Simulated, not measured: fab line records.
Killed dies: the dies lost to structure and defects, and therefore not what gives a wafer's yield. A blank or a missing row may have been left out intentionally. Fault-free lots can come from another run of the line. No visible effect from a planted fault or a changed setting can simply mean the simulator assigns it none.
Which tool is to blame? || flow berkeleyCmos170 || 36 wafers from 12 lots sampled at 6 of the route's 331 steps

WHAT EACH GAUGE READ, for each wafer
UCB170_PWELL_THK_MEAS_06.
{"lot": "L136", "measured": "day 3 09:40", "on": "filmMetro-03", "PWELL_NITRIDE_THK (nm)": "217.9 217.8 221.3"}
{"lot": "L137", "measured": "day 3 09:39", "on": "filmMetro-02", "PWELL_NITRIDE_THK (nm)": "219.9 219.6 220.5"}
{"lot": "L138", "measured": "day 3 23:43", "on": "filmMetro-03", "PWELL_NITRIDE_THK (nm)": "219.2 217.6 216.7"}
{"lot": "L139", "measured": "day 3 23:42", "on": "filmMetro-02", "PWELL_NITRIDE_THK (nm)": "225.3 223.1 223.1"}
{"lot": "L140", "measured": "day 3 23:44", "on": "filmMetro-04", "PWELL_NITRIDE_THK (nm)": "219.4 218.5 217.3"}
{"lot": "L143", "measured": "day 4 08:31", "on": "filmMetro-04", "PWELL_NITRIDE_THK (nm)": "218.3 219.0 217.4"}
{"lot": "L145", "measured": "day 5 11:47", "on": "filmMetro-03", "PWELL_NITRIDE_THK (nm)": "111.4 110.6 108.2"}
{"lot": "L155", "measured": "day 7 16:50", "on": "filmMetro-03", "PWELL_NITRIDE_THK (nm)": "221.0 220.7 220.5"}
{"lot": "L156", "measured": "day 7 16:50", "on": "filmMetro-04", "PWELL_NITRIDE_THK (nm)": "220.5 218.2 219.7"}
{"lot": "L157", "measured": "day 7 16:50", "on": "filmMetro-02", "PWELL_NITRIDE_THK (nm)": "219.4 219.3 218.0"}
{"lot": "L158", "measured": "day 8 00:35", "on": "filmMetro-02", "PWELL_NITRIDE_THK (nm)": "221.2 221.9 218.5"}
{"lot": "L159", "measured": "day 8 00:34", "on": "filmMetro-03", "PWELL_NITRIDE_THK (nm)": "218.6 220.1 220.6"}

UCB170_FIELD_THK_MEAS_90.
{"lot": "L136", "measured": "day 5 11:39", "on": "filmMetro-04", "FIELD_OXIDE_LEFT_1_THK (nm)": "432 439 430"}
{"lot": "L137", "measured": "day 5 11:38", "on": "filmMetro-02", "FIELD_OXIDE_LEFT_1_THK (nm)": "440 440 436"}
{"lot": "L138", "measured": "day 6 06:44", "on": "filmMetro-04", "FIELD_OXIDE_LEFT_1_THK (nm)": "441 441 436"}
{"lot": "L139", "measured": "day 6 06:44", "on": "filmMetro-03", "FIELD_OXIDE_LEFT_1_THK (nm)": "436 427 432"}
{"lot": "L140", "measured": "day 6 06:48", "on": "filmMetro-04", "FIELD_OXIDE_LEFT_1_THK (nm)": "430 427 428"}
{"lot": "L143", "measured": "day 6 16:53", "on": "filmMetro-03", "FIELD_OXIDE_LEFT_1_THK (nm)": "453 449 443"}
{"lot": "L145", "measured": "day 8 00:05", "on": "filmMetro-03", "FIELD_OXIDE_LEFT_1_THK (nm)": "447 442 454"}
{"lot": "L155", "measured": "day 10 10:08", "on": "filmMetro-04", "FIELD_OXIDE_LEFT_1_THK (nm)": "434 432 423"}
{"lot": "L156", "measured": "day 10 05:28", "on": "filmMetro-04", "FIELD_OXIDE_LEFT_1_THK (nm)": "428 422 446"}
{"lot": "L157", "measured": "day 10 05:25", "on": "filmMetro-02", "FIELD_OXIDE_LEFT_1_THK (nm)": "430 443 442"}
{"lot": "L158", "measured": "day 10 05:26", "on": "filmMetro-04", "FIELD_OXIDE_LEFT_1_THK (nm)": "456 461 460"}
{"lot": "L159", "measured": "day 10 05:25", "on": "filmMetro-03", "FIELD_OXIDE_LEFT_1_THK (nm)": "437 436 425"}

UCB170_PLDD_CD_MEAS_06: the cd target is 1200 nm.
{"lot": "L136", "measured": "day 7 03:08", "on": "cdSem-02", "cdNm (nm)": "1200.7 1200.6 1200.3"}
{"lot": "L137", "measured": "day 7 04:07", "on": "cdSem-01", "cdNm (nm)": "1199.5 1199.7 1201.5"}
{"lot": "L138", "measured": "day 8 00:27", "on": "cdSem-01", "cdNm (nm)": "1201.4 1200.6 1200.2"}
{"lot": "L139", "measured": "day 8 00:18", "on": "cdSem-01", "cdNm (nm)": "1200.4 1198.8 1199.6"}
{"lot": "L140", "measured": "day 8 00:41", "on": "cdSem-01", "cdNm (nm)": "1199.3 1198.0 1198.0"}
{"lot": "L143", "measured": "day 8 07:57", "on": "cdSem-02", "cdNm (nm)": "1200.0 1200.1 1200.1"}
{"lot": "L145", "measured": "day 9 16:11", "on": "cdSem-02", "cdNm (nm)": "1197.4 1197.5 1199.3"}
{"lot": "L155", "measured": "day 11 22:41", "on": "cdSem-02", "cdNm (nm)": "1200.0 1199.4 1198.8"}
{"lot": "L156", "measured": "day 11 16:43", "on": "cdSem-01", "cdNm (nm)": "1198.4 1199.9 1197.5"}
{"lot": "L157", "measured": "day 11 16:28", "on": "cdSem-02", "cdNm (nm)": "1202.8 1200.9 1201.9"}
{"lot": "L158", "measured": "day 11 17:57", "on": "cdSem-02", "cdNm (nm)": "1201.1 1198.6 1200.4"}
{"lot": "L159", "measured": "day 11 17:58", "on": "cdSem-01", "cdNm (nm)": "1198.9 1200.2 1200.5"}

EACH LOT AND THE TOOL THAT RAN IT (in order: tool; ch and the chambers of the sampled wafers; start)
{"lot": "L136", "UCB170_PWELL_CVD_05": "lpcvd-02 ch 1, day 3 07:44", "UCB170_PWELL_ETCH_14": "rieDiel-04 ch 0,1,2, day 3 11:19", "UCB170_GATE_ETCH_14": "rieDiel-01 ch 0,3, day 6 23:35"}
{"lot": "L137", "UCB170_PWELL_CVD_05": "lpcvd-02 ch 0, day 3 07:44", "UCB170_PWELL_ETCH_14": "rieDiel-03 ch 1,2, day 3 11:35", "UCB170_GATE_ETCH_14": "rieDiel-01 ch 0,3, day 7 00:34"}
{"lot": "L138", "UCB170_PWELL_CVD_05": "lpcvd-02 ch 1, day 3 21:47", "UCB170_PWELL_ETCH_14": "rieDiel-03 ch 1,3, day 4 00:38", "UCB170_GATE_ETCH_14": "rieDiel-01 ch 1,3, day 7 20:55"}
{"lot": "L139", "UCB170_PWELL_CVD_05": "lpcvd-02 ch 0, day 3 21:47", "UCB170_PWELL_ETCH_14": "rieDiel-04 ch 0,1,3, day 4 00:55", "UCB170_GATE_ETCH_14": "rieDiel-04 ch 0,1,2, day 7 20:25"}
{"lot": "L140", "UCB170_PWELL_CVD_05": "lpcvd-02 ch 0, day 3 21:47", "UCB170_PWELL_ETCH_14": "rieDiel-02 ch 0,2, day 4 01:15", "UCB170_GATE_ETCH_14": "rieDiel-02 ch 0,2,3, day 7 20:40"}
{"lot": "L143", "UCB170_PWELL_CVD_05": "lpcvd-02 ch 1, day 4 06:36", "UCB170_PWELL_ETCH_14": "rieDiel-02 ch 0,2,3, day 4 10:28", "UCB170_GATE_ETCH_14": "rieDiel-01 ch 0,3, day 8 05:10"}
{"lot": "L145", "UCB170_PWELL_CVD_05": "lpcvd-02 ch 0, day 5 09:52", "UCB170_PWELL_ETCH_14": "rieDiel-03 ch 0,2, day 5 13:30", "UCB170_GATE_ETCH_14": "rieDiel-02 ch 1,3, day 9 11:06"}
{"lot": "L155", "UCB170_PWELL_CVD_05": "lpcvd-01 ch 1, day 7 14:55", "UCB170_PWELL_ETCH_14": "rieDiel-03 ch 0,1,3, day 7 17:53", "UCB170_GATE_ETCH_14": "rieDiel-01 ch 0,2, day 11 20:55"}
{"lot": "L156", "UCB170_PWELL_CVD_05": "lpcvd-01 ch 0, day 7 14:55", "UCB170_PWELL_ETCH_14": "rieDiel-04 ch 0,1, day 7 18:09", "UCB170_GATE_ETCH_14": "rieDiel-01 ch 0,2,3, day 11 15:05"}
{"lot": "L157", "UCB170_PWELL_CVD_05": "lpcvd-01 ch 0, day 7 14:55", "UCB170_PWELL_ETCH_14": "rieDiel-02 ch 0,1,2, day 7 18:23", "UCB170_GATE_ETCH_14": "rieDiel-02 ch 1,2,3, day 11 15:03"}
{"lot": "L158", "UCB170_PWELL_CVD_05": "lpcvd-01 ch 1, day 7 22:39", "UCB170_PWELL_ETCH_14": "rieDiel-04 ch 0,1,2, day 8 01:44", "UCB170_GATE_ETCH_14": "rieDiel-02 ch 0,1,3, day 11 15:20"}
{"lot": "L159", "UCB170_PWELL_CVD_05": "lpcvd-01 ch 1, day 7 22:39", "UCB170_PWELL_ETCH_14": "rieDiel-03 ch 1,2,3, day 8 01:30", "UCB170_GATE_ETCH_14": "rieDiel-01 ch 0,2,3, day 11 15:26"}
- UCB170_PWELL_CVD_05: deposits Si3N4 from SiH2Cl2/NH3, target thk 220 nm, time 3300 s.
- UCB170_PWELL_ETCH_14: etches Si3N4 in CH3F/Ar/O2, stops on SiO2, target depth 242 nm, time 151 s.
- UCB170_GATE_ETCH_14: etches BARC in N2/H2.

WHAT THE TOOLS THEMSELVES READ (means of the sampled wafers that have a number; where no wafer has one, the mark that the record gives instead)
UCB170_PWELL_CVD_05.
{"lot": "L136", "tool": "lpcvd-02", "sih2cl2FlowSccm (sccm)": 25.12, "spikeTcLoadC (C)": 828.0, "susceptorTempC (C)": 799.9}
{"lot": "L137", "tool": "lpcvd-02", "sih2cl2FlowSccm (sccm)": 24.97, "spikeTcLoadC (C)": 823.0, "susceptorTempC (C)": 799.8}
{"lot": "L138", "tool": "lpcvd-02", "sih2cl2FlowSccm (sccm)": 24.94, "spikeTcLoadC (C)": 828.1, "susceptorTempC (C)": 800.1}
{"lot": "L139", "tool": "lpcvd-02", "sih2cl2FlowSccm (sccm)": 24.91, "spikeTcLoadC (C)": 822.0, "susceptorTempC (C)": 800.3}
{"lot": "L140", "tool": "lpcvd-02", "sih2cl2FlowSccm (sccm)": 24.98, "spikeTcLoadC (C)": 822.1, "susceptorTempC (C)": 800.0}
{"lot": "L143", "tool": "lpcvd-02", "sih2cl2FlowSccm (sccm)": 25.06, "spikeTcLoadC (C)": 827.0, "susceptorTempC (C)": 799.5}
{"lot": "L145", "tool": "lpcvd-02", "sih2cl2FlowSccm (sccm)": 25.01, "spikeTcLoadC (C)": 822.3, "susceptorTempC (C)": "-"}
{"lot": "L155", "tool": "lpcvd-01", "sih2cl2FlowSccm (sccm)": 25.02, "spikeTcLoadC (C)": 825.6, "susceptorTempC (C)": 800.0}
{"lot": "L156", "tool": "lpcvd-01", "sih2cl2FlowSccm (sccm)": 25.05, "spikeTcLoadC (C)": 823.3, "susceptorTempC (C)": 799.9}
{"lot": "L157", "tool": "lpcvd-01", "sih2cl2FlowSccm (sccm)": 25.01, "spikeTcLoadC (C)": 823.9, "susceptorTempC (C)": 800.3}
{"lot": "L158", "tool": "lpcvd-01", "sih2cl2FlowSccm (sccm)": 25.01, "spikeTcLoadC (C)": 826.1, "susceptorTempC (C)": 800.0}
{"lot": "L159", "tool": "lpcvd-01", "sih2cl2FlowSccm (sccm)": 25.01, "spikeTcLoadC (C)": 825.3, "susceptorTempC (C)": 800.3}

UCB170_PWELL_ETCH_14.
{"lot": "L136", "tool": "rieDiel-04", "drypumpMotorCurrentA (A)": 5.8, "oesProductAu (a.u.)": 0.932, "throttleValvePct (%)": 7.94}
{"lot": "L137", "tool": "rieDiel-03", "drypumpMotorCurrentA (A)": 5.9, "oesProductAu (a.u.)": 0.925, "throttleValvePct (%)": 7.97}
{"lot": "L138", "tool": "rieDiel-03", "drypumpMotorCurrentA (A)": 6.0, "oesProductAu (a.u.)": 0.950, "throttleValvePct (%)": 8.14}
{"lot": "L139", "tool": "rieDiel-04", "drypumpMotorCurrentA (A)": 5.7, "oesProductAu (a.u.)": 0.940, "throttleValvePct (%)": 7.98}
{"lot": "L140", "tool": "rieDiel-02", "drypumpMotorCurrentA (A)": 5.3, "oesProductAu (a.u.)": 0.960, "throttleValvePct (%)": 7.96}
{"lot": "L143", "tool": "rieDiel-02", "drypumpMotorCurrentA (A)": 5.2, "oesProductAu (a.u.)": 0.951, "throttleValvePct (%)": 8.00}
{"lot": "L145", "tool": "rieDiel-03", "drypumpMotorCurrentA (A)": 6.1, "oesProductAu (a.u.)": 0.654, "throttleValvePct (%)": 7.98}
{"lot": "L155", "tool": "rieDiel-03", "drypumpMotorCurrentA (A)": 5.9, "oesProductAu (a.u.)": 0.954, "throttleValvePct (%)": 8.10}
{"lot": "L156", "tool": "rieDiel-04", "drypumpMotorCurrentA (A)": 6.0, "oesProductAu (a.u.)": 0.941, "throttleValvePct (%)": 7.94}
{"lot": "L157", "tool": "rieDiel-02", "drypumpMotorCurrentA (A)": 5.2, "oesProductAu (a.u.)": 0.946, "throttleValvePct (%)": 8.02}
{"lot": "L158", "tool": "rieDiel-04", "drypumpMotorCurrentA (A)": 5.7, "oesProductAu (a.u.)": 0.936, "throttleValvePct (%)": 7.93}
{"lot": "L159", "tool": "rieDiel-03", "drypumpMotorCurrentA (A)": 6.0, "oesProductAu (a.u.)": 0.940, "throttleValvePct (%)": 8.05}

UCB170_GATE_ETCH_14.
{"lot": "L136", "tool": "rieDiel-01", "drypumpMotorCurrentA (A)": 6.0, "oesProductAu (a.u.)": 0.994, "throttleValvePct (%)": 13.36}
{"lot": "L137", "tool": "rieDiel-01", "drypumpMotorCurrentA (A)": 6.0, "oesProductAu (a.u.)": 0.998, "throttleValvePct (%)": 13.35}
{"lot": "L138", "tool": "rieDiel-01", "drypumpMotorCurrentA (A)": 5.6, "oesProductAu (a.u.)": 0.989, "throttleValvePct (%)": 13.30}
{"lot": "L139", "tool": "rieDiel-04", "drypumpMotorCurrentA (A)": 5.8, "oesProductAu (a.u.)": 0.992, "throttleValvePct (%)": 13.18}
{"lot": "L140", "tool": "rieDiel-02", "drypumpMotorCurrentA (A)": 5.2, "oesProductAu (a.u.)": 1.012, "throttleValvePct (%)": 13.23}
{"lot": "L143", "tool": "rieDiel-01", "drypumpMotorCurrentA (A)": 6.0, "oesProductAu (a.u.)": 1.004, "throttleValvePct (%)": 13.36}
{"lot": "L145", "tool": "rieDiel-02", "drypumpMotorCurrentA (A)": 5.1, "oesProductAu (a.u.)": 1.003, "throttleValvePct (%)": 13.25}
{"lot": "L155", "tool": "rieDiel-01", "drypumpMotorCurrentA (A)": 5.5, "oesProductAu (a.u.)": 1.008, "throttleValvePct (%)": 13.36}
{"lot": "L156", "tool": "rieDiel-01", "drypumpMotorCurrentA (A)": 5.6, "oesProductAu (a.u.)": 0.982, "throttleValvePct (%)": 13.39}
{"lot": "L157", "tool": "rieDiel-02", "drypumpMotorCurrentA (A)": 5.2, "oesProductAu (a.u.)": 0.998, "throttleValvePct (%)": 13.30}
{"lot": "L158", "tool": "rieDiel-02", "drypumpMotorCurrentA (A)": 5.2, "oesProductAu (a.u.)": 0.999, "throttleValvePct (%)": 13.24}
{"lot": "L159", "tool": "rieDiel-01", "drypumpMotorCurrentA (A)": 5.6, "oesProductAu (a.u.)": 1.003, "throttleValvePct (%)": 13.39}

THE ANSWER, worked out from the rows above alone
Rule: the lots themselves supply what counts as usual. Put in order of their means at a reading, lots are off if they are a third of the lots or fewer, leave a main group of 4 or more, and stand apart from it by a gap of 3 or more times the standard deviation of the main group's means; of several such gaps the widest counts. Not used: any main group whose means are identical at the precision the tables above print for the reading. A lot without any number at a reading at which 4 lots or more have one is off too. Where the step has rows for the other lots, those lots are counted as sound. First the gauges in route order, then the tools' own readings, where a lot's mean is used as printed above. The first step at which some lot is off is used, and at that step the reading that is off furthest; a lot without a number counts as furthest.
Off: L145, seen at UCB170_PWELL_THK_MEAS_06 (PWELL_NITRIDE_THK). The main group has a mean of 219.7 nm with a standard deviation of 1.6.
A tool fits if, at a process step before that reading, it ran every lot that is off, and no sound lot after the first of them. The gauges at UCB170_PWELL_THK_MEAS_06 aren't tried: what is off there is off at UCB170_PWELL_CVD_05 too, on other tools, and a gauge's error can't cause that. One fits: lpcvd-02 at UCB170_PWELL_CVD_05. A fault onset in the window from L143 (day 4 06:36, its last sound lot) to L145 (day 5 09:52, its first lot off) fits.
Blank at UCB170_PWELL_CVD_05 on the lots that are off, where sound lots have numbers: susceptorTempC.

WHAT THE SIMULATOR HAD PUT IN
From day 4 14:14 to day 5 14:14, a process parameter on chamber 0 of lpcvd-02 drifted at UCB170_PWELL_CVD_05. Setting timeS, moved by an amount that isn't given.
Struck lots among those shown: L145. The rule above reached the same finding.
